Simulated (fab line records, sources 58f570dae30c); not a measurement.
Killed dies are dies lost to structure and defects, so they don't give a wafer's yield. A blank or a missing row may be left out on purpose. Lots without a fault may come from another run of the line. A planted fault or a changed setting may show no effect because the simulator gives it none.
One fault seen from 2 desks | flow berkeley_cmos170 | each desk has only its own numbers; what lay behind them comes last

THE METROLOGY DESK
What the gauges read, lot by lot, whatever tool the lot ran on: means of the sampled wafers that have a number. A lot is out of limits, marked OUT, if its mean lies more than 4 standard deviations from the usual mean; the brackets give that distance.
Columns: A = NWELL_OXIDE_THK at UCB170_NWELL_THK_MEAS_02, usual 26.2 nm; B = cd_nm at UCB170_PLDD_CD_MEAS_06, usual 1200.5 nm
lot  | first seen here | A    | B
L968 | day 1 19:51     | 26.9 | 1200.0
L970 | day 2 15:26     | 25.5 | 1201.6
L971 | day 2 21:13     | 25.7 | 1203.0
L972 | day 3 03:35     | 26.4 | 1201.0
L973 | day 3 03:37     | 26.4 | 1201.6
L974 | day 3 11:40     | 26.1 | 1198.0
L975 | day 3 17:08     | 26.9 | 1200.2
L976 | day 3 17:11     | 26.1 | 1199.9
L978 | day 4 06:13     | 27.5 | 1200.2
L979 | day 4 11:24     | 26.2 | 1200.8
L981 | day 4 23:06     | 26.9 | 1199.4
L982 | day 5 04:04     | 25.7 | 1198.7
L987 | day 6 04:55     | 26.0 | 1198.8
L988 | day 6 04:56     | 25.9 | 1199.8
L989 | day 6 14:29     | 26.9 | 1199.1
This desk's finding: nothing out of limits on any of the 15 lots.

THE TOOL OWNER'S DESK: plasma_asher-01
The tool's own readings at UCB170_PLDD_STRIP_10 (strips in O2): means of the sampled wafers that have a number, for each lot that ran on this tool. A lot is out of limits, marked OUT, if its mean lies more than 4 standard deviations from the usual mean; the brackets give that distance.
Columns: A = drypump_motor_current_A at UCB170_PLDD_STRIP_10, usual 5.7 A; B = oes_product_au at UCB170_PLDD_STRIP_10, usual 0.734 a.u.; C = strip_time_to_endpoint_s at UCB170_PLDD_STRIP_10, usual 21.64 s
lot  | first seen here | A   | B               | C
L968 | day 6 22:09     | 5.2 | 0.732           | 21.54
L973 | day 8 02:19     | 5.3 | 0.737           | 21.70
L972 | day 8 03:19     | 5.3 | 0.679 (-13) OUT | 21.77
L976 | day 9 01:31     | 5.3 | 0.676 (-14) OUT | 21.65
L975 | day 9 02:07     | 5.2 | 0.677 (-14) OUT | 21.59
L989 | day 12 00:26    | 5.2 | 0.731           | 21.64
This desk's finding: out of limits on L972, L975, L976; first on L972, day 8 03:19 (oes_product_au at UCB170_PLDD_STRIP_10). In limits: L968, L973, L989.

PUT TOGETHER
The tool owner's desk could have raised an alarm at day 8 03:19, on L972, L975, L976.
The metrology desk saw nothing out of limits.
The metrology desk has L972, L975, L976 on record, within its limits.
Of the lots named, all ran UCB170_PLDD_STRIP_10 on plasma_asher-01.

WHAT THE SIMULATOR HAD PUT IN
Process parameter drift: plasma_asher-01, from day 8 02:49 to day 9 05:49, at UCB170_PLDD_STRIP_10. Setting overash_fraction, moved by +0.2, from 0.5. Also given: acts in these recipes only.
Lots struck among those shown: L972, L975, L976.
Hours from the fault's start to each desk's first reading out of limits: the tool owner's desk, 0.
